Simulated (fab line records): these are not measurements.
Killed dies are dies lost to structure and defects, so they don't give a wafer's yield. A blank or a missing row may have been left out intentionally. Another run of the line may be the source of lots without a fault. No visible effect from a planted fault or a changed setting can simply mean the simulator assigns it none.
Which tool is to blame? ; flow berkeley_cmos170 ; 14 lots with 42 wafers sampled at 4 steps, on a route of 331 steps

WHAT THE GAUGES SHOWED, per wafer
UCB170_V2_CD_MEAS_12: target cd 700 nm.
lot;measured;on;cd_nm (nm)
L683;day 8 08:01;cd_sem-01;699.4 700.0 700.4
L687;day 9 03:32;cd_sem-02;700.0 699.5 700.5
L682;day 9 04:02;cd_sem-02;700.0 700.5 700.0
L684;day 9 04:22;cd_sem-01;700.3 700.0 700.4
L688;day 9 18:59;cd_sem-01;699.0 701.1 699.8
L689;day 10 03:48;cd_sem-02;697.9 697.9 700.1
L691;day 10 09:38;cd_sem-02;697.3 699.2 698.4
L690;day 10 09:52;cd_sem-02;702.3 702.6 701.5
L698;day 12 01:07;cd_sem-02;700.2 699.6 698.4
L699;day 12 13:13;cd_sem-02;700.7 700.8 700.4
L701;day 12 18:51;cd_sem-01;698.2 699.2 698.7
L703;day 12 19:41;cd_sem-01;701.3 700.2 700.5
L704;day 13 09:35;cd_sem-02;698.0 698.5 698.1
L705;day 13 08:14;cd_sem-01;700.7 702.4 701.5

EACH LOT AND THE TOOL THAT RAN IT (in order: tool; ch and the chambers of the sampled wafers; start)
lot;UCB170_SPACER_ETCHBACK_03;UCB170_V1_ETCH_14;UCB170_M2_METAL_ETCH_18
L683;rie_diel-01 ch 0,2,3, day 7 07:58;rie_diel-01 ch 0,3, day 8 02:13;rie_metal-01 ch 0,1, day 8 05:42
L687;rie_diel-02 ch 1,2,3, day 7 23:28;rie_diel-02 ch 0,2,3, day 8 21:41;rie_metal-03 ch 0,1, day 9 01:00
L682;rie_diel-02 ch 0,1,3, day 7 23:32;rie_diel-03 ch 0,3, day 8 21:49;rie_metal-02 ch 0,1, day 9 01:10
L684;rie_diel-01 ch 0,1, day 7 23:32;rie_diel-01 ch 0,1,2, day 8 23:09;rie_metal-01 ch 0, day 9 01:57
L688;rie_diel-01 ch 0,2, day 8 21:23;rie_diel-01 ch 0,1,3, day 9 14:08;rie_metal-02 ch 0,1, day 9 16:52
L689;rie_diel-01 ch 0,2,3, day 9 06:39;rie_diel-02 ch 1,3, day 9 22:20;rie_metal-03 ch 0,1, day 10 01:25
L691;rie_diel-02 ch 0,2,3, day 9 06:39;rie_diel-02 ch 0,1,3, day 10 00:25;rie_metal-01 ch 0,1, day 10 03:38
L690;rie_diel-01 ch 0,2,3, day 9 06:43;rie_diel-03 ch 0,2,3, day 10 00:34;rie_metal-02 ch 0,1, day 10 03:53
L698;rie_diel-02 ch 2,3, day 11 01:45;rie_diel-02 ch 0,1,2, day 11 16:38;rie_metal-01 ch 0,1, day 11 19:23
L699;rie_diel-02 ch 0,1,2, day 11 13:53;rie_diel-01 ch 0,1,3, day 12 08:09;rie_metal-02 ch 1, day 12 10:44
L701;rie_diel-04 ch 1,2,3, day 11 20:43;rie_diel-03 ch 0,2, day 12 13:38;rie_metal-02 ch 0,1, day 12 16:43
L703;rie_diel-01 ch 0,3, day 11 20:43;rie_diel-02 ch 1,2,3, day 12 15:02;rie_metal-01 ch 0,1, day 12 17:33
L704;rie_diel-01 ch 0,3, day 12 11:05;rie_diel-01 ch 0,2,3, day 13 04:40;rie_metal-01 ch 0,1, day 13 07:20
L705;rie_diel-04 ch 0,1,2, day 12 11:05;rie_diel-02 ch 0,2,3, day 13 03:07;rie_metal-02 ch 0,1, day 13 06:07
- UCB170_SPACER_ETCHBACK_03: etches SiO2 in CHF3/CF4/Ar, stops on Si, target depth 376 nm, time 100 s.
- UCB170_V1_ETCH_14: etches SiO2 in CHF3/CF4/Ar, stops on Al, target depth 1250 nm, time 291 s.
- UCB170_M2_METAL_ETCH_18: etches Al in Cl2/BCl3, stops on SiO2, target depth 1170 nm, time 195 s.

AS READ BY THE TOOLS THEMSELVES (means over the sampled wafers that have a number; for cases with no such wafer, the mark the record gives instead)
UCB170_SPACER_ETCHBACK_03.
lot;tool;drypump_motor_current_A (A);oes_product_au (a.u.);rf_fwd_power_W (W);throttle_valve_pct (%)
L683;rie_diel-01;5.6;0.906;498.3;6.40
L687;rie_diel-02;5.6;0.881;497.0;6.42
L682;rie_diel-02;6.1;0.887;496.7;6.35
L684;rie_diel-01;5.9;0.919;496.5;6.35
L688;rie_diel-01;5.8;0.904;497.9;6.34
L689;rie_diel-01;5.6;0.905;496.6;6.42
L691;rie_diel-02;5.5;0.889;496.2;6.41
L690;rie_diel-01;5.6;0.906;496.8;6.41
L698;rie_diel-02;5.0;0.913;497.1;6.48
L699;rie_diel-02;5.8;0.893;498.3;6.43
L701;rie_diel-04;5.7;0.905;496.8;6.44
L703;rie_diel-01;5.3;0.901;494.3;6.48
L704;rie_diel-01;5.3;0.899;498.1;6.48
L705;rie_diel-04;6.1;0.893;496.9;6.43

UCB170_V1_ETCH_14.
lot;tool;drypump_motor_current_A (A);oes_product_au (a.u.);rf_fwd_power_W (W);throttle_valve_pct (%)
L683;rie_diel-01;5.9;0.886;696.9;6.82
L687;rie_diel-02;5.5;0.867;698.3;6.89
L682;rie_diel-03;5.9;0.859;701.2;6.95
L684;rie_diel-01;5.6;0.870;699.4;6.87
L688;rie_diel-01;5.3;0.877;698.5;6.94
L689;rie_diel-02;6.2;0.858;700.6;6.84
L691;rie_diel-02;6.1;0.862;697.9;6.83
L690;rie_diel-03;5.9;0.868;699.3;7.01
L698;rie_diel-02;5.8;0.873;698.2;6.90
L699;rie_diel-01;5.3;0.870;697.7;6.95
L701;rie_diel-03;5.4;0.862;699.5;7.06
L703;rie_diel-02;5.6;0.859;697.3;6.90
L704;rie_diel-01;5.6;0.871;699.1;6.88
L705;rie_diel-02;5.6;0.869;698.5;6.89

UCB170_M2_METAL_ETCH_18.
lot;tool;drypump_motor_current_A (A);he_backside_leak_sccm (sccm);oes_product_au (a.u.);rf_fwd_power_W (W);throttle_valve_pct (%)
L683;rie_metal-01;5.0;3.4;0.848;598.4;24.49
L687;rie_metal-03;5.2;3.2;0.861;600.7;24.65
L682;rie_metal-02;5.9;3.4;0.842;596.3;24.54
L684;rie_metal-01;5.0;3.5;0.854;596.9;24.48
L688;rie_metal-02;6.0;3.3;0.856;600.0;24.49
L689;rie_metal-03;5.5;3.2;0.859;599.9;24.62
L691;rie_metal-01;5.0;3.5;0.847;598.4;24.49
L690;rie_metal-02;6.0;3.6;0.854;599.7;24.49
L698;rie_metal-01;5.0;3.5;0.853;599.7;24.49
L699;rie_metal-02;5.8;3.3;0.845;598.0;24.60
L701;rie_metal-02;5.9;3.4;0.849;599.0;24.55
L703;rie_metal-01;5.0;3.5;0.851;598.0;24.48
L704;rie_metal-01;5.0;3.6;0.868;599.9;24.48
L705;rie_metal-02;6.0;3.5;0.859;598.3;24.49

THE ANSWER, worked out from the rows above alone
Rule: the lots themselves supply what counts as usual. Put in order of their means at a reading, lots are off if they are a third of the lots or fewer, leave a main group of 4 or more, and stand apart from it by a gap of 3 or more times the standard deviation of the main group's means; of several such gaps the widest counts. A main group whose means are all the same, to the digits that the tables above print for the reading, isn't used. A lot without any number at a reading at which 4 lots or more have one is off too. The other lots that the step has rows for count as sound. Order of review: gauges by route order, followed by the tools' own readings, for which a lot's mean as printed above is used. The first step at which some lot is off is used, and at that step the reading that is off furthest; a lot without a number counts as furthest.
No lot is off at any reading shown: from this, nothing can be told.

WHAT THE SIMULATOR HAD INSERTED
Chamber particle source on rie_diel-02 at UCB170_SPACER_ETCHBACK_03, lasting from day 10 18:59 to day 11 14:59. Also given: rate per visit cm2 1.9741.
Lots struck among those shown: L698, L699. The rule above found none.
